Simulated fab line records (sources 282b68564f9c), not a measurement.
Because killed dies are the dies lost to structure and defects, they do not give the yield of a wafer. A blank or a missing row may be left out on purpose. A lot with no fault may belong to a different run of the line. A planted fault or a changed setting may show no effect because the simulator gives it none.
Struck lot and sound lot, side by side | flow rit_cmos | 17 out of 202 route steps
Sound: these wafers, L590.1, L590.2, L590.6. Struck: wafers L597.1, L597.3 (left out: L597.4, a lot-mate that was not struck); the cause follows at the end.
Per side, at each step with rows, come the tool, then ch with its chambers, and then its first start. Under that, the readings that differ: sound wafers | struck wafers | difference of the means | sigmas: that difference in standard deviations of wafers without a fault.
alike: words and numbers the same on both sides, and readings whose means are apart by under 2 such deviations; not compared: readings that were withheld, readings missing a value for some wafer, numbers with overlapping values and no deviation given by the record, and bounds like >300 which may hide the same value.
Wherever a step has rows on one side only, a row that says differs or no value, or a row with sigmas, the two part there. When numbers do not overlap yet have no deviation, they are printed without sigmas and do not part them. A reading that every wafer of one side lacks parts them only if that side has two wafers or more.

RIT_M1_THK_MEAS_02: measures by xrf.
  sound on film_metro-02 at day 3 05:12; struck on film_metro-01 at day 4 17:49
  alike: M1_AL_THK
then, 6 steps without rows for these wafers: RIT_M1_HMDS_03 (prime time 60 s); RIT_M1_COAT_04 (resist thk 1300 nm); RIT_M1_SOFTBAKE_05 (time 60 s); RIT_M1_EXPOSE_06 (exposes mask M12, target cd 2600 nm); RIT_M1_PEB_07; RIT_M1_DEVELOP_08 (develop time 68 s).
RIT_M1_CD_MEAS_09: target cd 2600 nm.
  sound on cd_sem-02 at day 3 06:08; struck on cd_sem-02 at day 4 18:45
  alike: cd_nm
RIT_M1_OVL_MEAS_10:
  sound on overlay-02 at day 3 06:16; struck on overlay-01 at day 4 18:52
  alike: M1_OVL
then, 1 step without rows for these wafers: RIT_M1_HARDBAKE_11 (time 120 s).
RIT_M1_METAL_ETCH_12: etches Al in Cl2/BCl3, stops on SiO2, time 165 s, target depth 600 nm.
  sound on rie_metal-04 ch 1, day 3 06:32; struck on rie_metal-02 ch 0,1, day 4 19:10
  alike: drypump_motor_current_A, oes_product_au, throttle_valve_pct
  not compared: rf_hours_counter_h
then, 1 step without rows for these wafers: RIT_M1_STRIP_13 (strips in nmp, time 600 s).
RIT_M1_STRIP_14: strips in O2, time 180 s.
  sound on plasma_asher-03 ch 0,1, day 3 07:02; struck on plasma_asher-03 ch 1, day 4 19:30
  alike: drypump_motor_current_A, rf_refl_power_W
  not compared: rf_hours_counter_h
RIT_M1_CD_MEAS_90: target cd 2600 nm.
  sound on cd_sem-01 at day 3 07:13; struck on cd_sem-02 at day 4 19:40
  alike: cd_nm
then, 1 step without rows for these wafers: RIT_M1_ANNEAL_15 (time 1800 s).
RIT_M1_BOW_MEAS_16:
  sound on film_metro-01 at day 3 08:50; struck on film_metro-01 at day 4 21:19
  alike: M1_BOW
RIT_M1_PROBE_99:
  sound on prober-02 at day 3 08:58; struck on prober-01 at day 4 21:26
  reading                               | sound               | struck      | difference | sigmas
  defect_limited_yield (%)              | 98.1 97.7 98.5      | 86.4 87.9   | -10.9      | -9
  killed_at_M0_to_M3                    | 0 0 0               | 24 21       | +22        | +99 or more
  killed_at_front_end                   | 5 6 4               | 12 11       | +6         | +2
  killed_dies                           | 5 6 4               | 36 32       | +29        | +9
  killed_on_rim                         | 3 2 1               | 12 11       | +10        | +7
  killed_open                           | 2 2 2               | 7 7         | +5         | +2
  sort_bin_3_pad_short (%)              | 0 0 0               | 1.9 1.5     | +1.7       | +8
  sort_bin_5_function (%)               | 0.4 1.1 0.4         | 9.1 9.1     | +8.5       | +10
  sort_n_pass                           | 259 258 260         | 228 232     | -29        | -9
  sort_yield_pct (%)                    | 98.1 97.7 98.5      | 86.4 87.9   | -10.9      | -9
  model.etest.tester.sort_n_pass        | 259 258 260         | 228 232     | -29        |
  model.etest.tester.sort_yield_pct (%) | 98.11 97.73 98.48   | 86.36 87.88 | -10.99     |
  model.etest.tester.sort_bin_5_pct (%) | 0.3788 1.136 0.3788 | 9.091 9.091 | +8.460     |
  alike: killed_short, sort_bin_6_memory

## WHERE THEY PART
RIT_M1_PROBE_99 only, going by this record.

WHY: what the simulator had put in
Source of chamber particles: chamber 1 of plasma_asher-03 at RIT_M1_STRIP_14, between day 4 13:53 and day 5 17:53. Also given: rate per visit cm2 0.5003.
